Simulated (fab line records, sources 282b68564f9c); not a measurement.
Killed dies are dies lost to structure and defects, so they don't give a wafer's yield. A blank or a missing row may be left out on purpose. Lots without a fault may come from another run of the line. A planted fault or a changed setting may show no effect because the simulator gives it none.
Which tool did it? | flow rit_cmos | 13 lots, 39 wafers sampled, at 2 steps of a route of 202

WHAT THE GAUGES READ, wafer by wafer
RIT_GATE_THK_MEAS_09.
lot  | measured    | on            | GATE_POLY_THK (nm)
L318 | day 2 23:35 | film_metro-03 | 255.6 254.8 254.2
L319 | day 3 02:18 | film_metro-01 | 255.6 257.7 257.6
L320 | day 3 09:55 | film_metro-03 | 252.4 254.8 253.6
L321 | day 3 14:28 | film_metro-03 | 252.9 252.9 255.0
L322 | day 3 22:20 | film_metro-01 | 255.2 254.6 253.6
L325 | day 4 09:27 | film_metro-03 | 256.0 255.8 258.8
L327 | day 4 20:43 | film_metro-01 | 259.1 257.9 256.9
L329 | day 5 07:07 | film_metro-03 | 254.8 255.7 258.4
L332 | day 5 20:58 | film_metro-02 | 341.7 342.0 342.6
L334 | day 6 09:38 | film_metro-03 | 256.0 255.0 254.7
L335 | day 6 14:46 | film_metro-02 | 260.5 258.8 257.7
L336 | day 6 18:28 | film_metro-03 | 261.1 261.5 260.3
L338 | day 7 06:09 | film_metro-01 | 256.9 256.3 255.7

WHICH TOOL RAN EACH LOT (tool, then ch and the chambers of the sampled wafers, then the start)
lot  | RIT_GATE_CVD_08
L318 | lpcvd-02 ch 1, day 2 21:10
L319 | lpcvd-01 ch 0, day 3 00:41
L320 | lpcvd-02 ch 0, day 3 07:29
L321 | lpcvd-02 ch 1, day 3 12:02
L322 | lpcvd-01 ch 1, day 3 20:43
L325 | lpcvd-01 ch 1, day 4 07:49
L327 | lpcvd-01 ch 0, day 4 19:06
L329 | lpcvd-02 ch 0, day 5 04:41
L332 | lpcvd-02 ch 1, day 5 19:21
L334 | lpcvd-01 ch 1, day 6 08:01
L335 | lpcvd-01 ch 1, day 6 13:08
L336 | lpcvd-01 ch 0, day 6 16:50
L338 | lpcvd-01 ch 0, day 7 04:32
- RIT_GATE_CVD_08: deposits poly-Si from SiH4, target thk 250 nm, time 2220 s.

WHAT THE TOOLS THEMSELVES READ (means of the sampled wafers that have a number; where no wafer has one, the mark that the record gives instead)
The record holds no such reading with a usual standard deviation.

THE ANSWER, worked out from the rows above alone
Rule: what is usual is taken from the lots themselves. Put in order of their means at a reading, lots are off if they are a third of the lots or fewer, leave a main group of 4 or more, and stand apart from it by a gap of 3 or more times the standard deviation of the main group's means; of several such gaps the widest counts. A main group whose means are all the same, to the digits that the tables above print for the reading, isn't used. A lot without any number at a reading at which 4 lots or more have one is off too. The other lots that the step has rows for count as sound. The gauges are gone through in route order, then the tools' own readings, and for those a lot's mean is taken as printed above. The first step at which some lot is off is used, and at that step the reading that is off furthest; a lot without a number counts as furthest.
Off: L332, at RIT_GATE_THK_MEAS_09 (GATE_POLY_THK). The main group: mean 256.3 nm, standard deviation 2.1.
A tool fits if, at a process step before that reading, it ran every lot that is off, and no sound lot after the first of them. The gauges at RIT_GATE_THK_MEAS_09 are tried like those tools. One fits: lpcvd-02 at RIT_GATE_CVD_08. Its last sound lot is L329 (day 5 04:41), its first lot that is off L332 (day 5 19:21): a fault that began between those two fits.

WHAT THE SIMULATOR HAD PUT IN
Process parameter drift: lpcvd-02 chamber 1, from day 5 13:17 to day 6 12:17, at RIT_GATE_CVD_08. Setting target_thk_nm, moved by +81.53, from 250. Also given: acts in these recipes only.
Lots struck among those shown: L332. The rule above found the same.
